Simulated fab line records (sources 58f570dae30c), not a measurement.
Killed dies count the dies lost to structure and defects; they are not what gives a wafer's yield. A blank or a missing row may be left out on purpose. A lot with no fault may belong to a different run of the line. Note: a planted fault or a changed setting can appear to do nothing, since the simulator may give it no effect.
Check for tools in common | flow berkeley_cmos170 | Sample size 14 lots and 42 wafers

== REASON IT WAS OPENED ==
On 2 of the 14 lots, a flag is raised at UCB170_M1_CD_MEAS_90 on the reading cd_nm. Fault-free wafers read 700.0 nm, with a standard deviation of 1.7.
Rule: a lot gets a flag if all its wafers with a number sit over 4 standard deviations from that mean, or if no wafer of it has a number. All remaining lots are regarded as sound.

lot  | measured     | on        | cd_nm (nm), wafer by wafer | flag
L110 | day 7 05:01  | cd_sem-01 | 701.1 700.1 704.4          |
L112 | day 7 20:10  | cd_sem-01 | 698.2 700.2 700.1          |
L115 | day 8 12:58  | cd_sem-01 | 697.9 700.1 699.5          |
L114 | day 8 13:49  | cd_sem-01 | 700.3 702.7 702.0          |
L117 | day 8 22:23  | cd_sem-01 | 698.0 698.2 698.4          |
L118 | day 9 05:50  | cd_sem-01 | 699.5 699.5 701.0          |
L119 | day 9 06:38  | cd_sem-01 | 701.2 700.9 698.3          |
L122 | day 9 18:36  | cd_sem-01 | 701.0 701.1 699.6          |
L120 | day 9 19:14  | cd_sem-01 | 701.3 699.1 700.2          |
L123 | day 9 19:34  | cd_sem-01 | 701.2 699.1 700.7          |
L121 | day 9 20:23  | cd_sem-01 | 702.1 701.4 701.9          |
L127 | day 10 11:17 | cd_sem-02 | 701.2 699.3 698.7          |
L129 | day 11 12:31 | cd_sem-01 | 714.0 711.6 713.1          | FLAGGED
L131 | day 11 14:18 | cd_sem-02 | 713.7 713.2 714.7          | FLAGGED
The mean of the flagged lots' numbers is 713.4 nm, +13.4 nm from the usual (+8 standard deviations).

== WHICH TOOL EACH LOT WENT THROUGH ==
The record holds 1 process step before the reading, out of a route of 331 steps. Read each cell as the tool, then ch plus the chambers that the sampled wafers visited, then the start.
lot  | flag    | UCB170_M1_METAL_ETCH_12
L110 |         | rie_metal-01 ch 0,1, day 7 04:46
L112 |         | rie_metal-01 ch 0,1, day 7 19:53
L115 |         | rie_metal-04 ch 1, day 8 12:43
L114 |         | rie_metal-02 ch 0,1, day 8 13:34
L117 |         | rie_metal-02 ch 0,1, day 8 22:10
L118 |         | rie_metal-01 ch 0,1, day 9 05:32
L119 |         | rie_metal-04 ch 1, day 9 06:07
L122 |         | rie_metal-02 ch 0,1, day 9 18:17
L120 |         | rie_metal-01 ch 0,1, day 9 18:54
L123 |         | rie_metal-02 ch 0,1, day 9 19:20
L121 |         | rie_metal-04 ch 1, day 9 19:57
L127 |         | rie_metal-01 ch 0,1, day 10 11:04
L129 | FLAGGED | rie_metal-02 ch 0,1, day 11 12:17
L131 | FLAGGED | rie_metal-02 ch 0,1, day 11 14:03
These steps, and what they do:
- UCB170_M1_METAL_ETCH_12: etches Al in Cl2/BCl3, stops on PSG, target depth 780 nm, time 130 s.
- UCB170_M1_CD_MEAS_90: target cd 700 nm.

== FLAGGED AGAINST TOTAL, ONE TOOL AT A TIME (gauges that did the reading follow at the end) ==
step                    | tool         | lots run | flagged | share of the flagged lots | sound lots run after its first flagged lot
UCB170_M1_METAL_ETCH_12 | rie_metal-01 | 5        | 0       | none                      | -
UCB170_M1_METAL_ETCH_12 | rie_metal-02 | 6        | 2       | all                       | 0
UCB170_M1_METAL_ETCH_12 | rie_metal-04 | 3        | 0       | none                      | -
UCB170_M1_CD_MEAS_90    | cd_sem-01    | 12       | 1       | some                      | 0
UCB170_M1_CD_MEAS_90    | cd_sem-02    | 2        | 1       | some                      | 0

== WHAT IS ALLOWED BY THE TABLE ==
All flagged lots share 1 row of the table, namely rie_metal-02 at UCB170_M1_METAL_ETCH_12.
- rie_metal-02 at UCB170_M1_METAL_ETCH_12 ran 6 lots, 2 of them flagged. It ran its last sound lot, L123, at day 9 19:20 and its first flagged lot, L129, at day 11 12:17: a fault with its onset between the two fits. Its own readings lie more than 4 standard deviations out on every wafer of the flagged lots: oes_product_au, rf_fwd_power_W.
What remains is a single tool, rie_metal-02 at UCB170_M1_METAL_ETCH_12.

== WHAT WAS PUT IN BY THE SIMULATOR ==
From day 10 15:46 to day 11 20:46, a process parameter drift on rie_metal-02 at UCB170_M1_METAL_ETCH_12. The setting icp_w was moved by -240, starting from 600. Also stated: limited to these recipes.
Lots struck among those shown: L129, L131. The rule above reached the same finding.
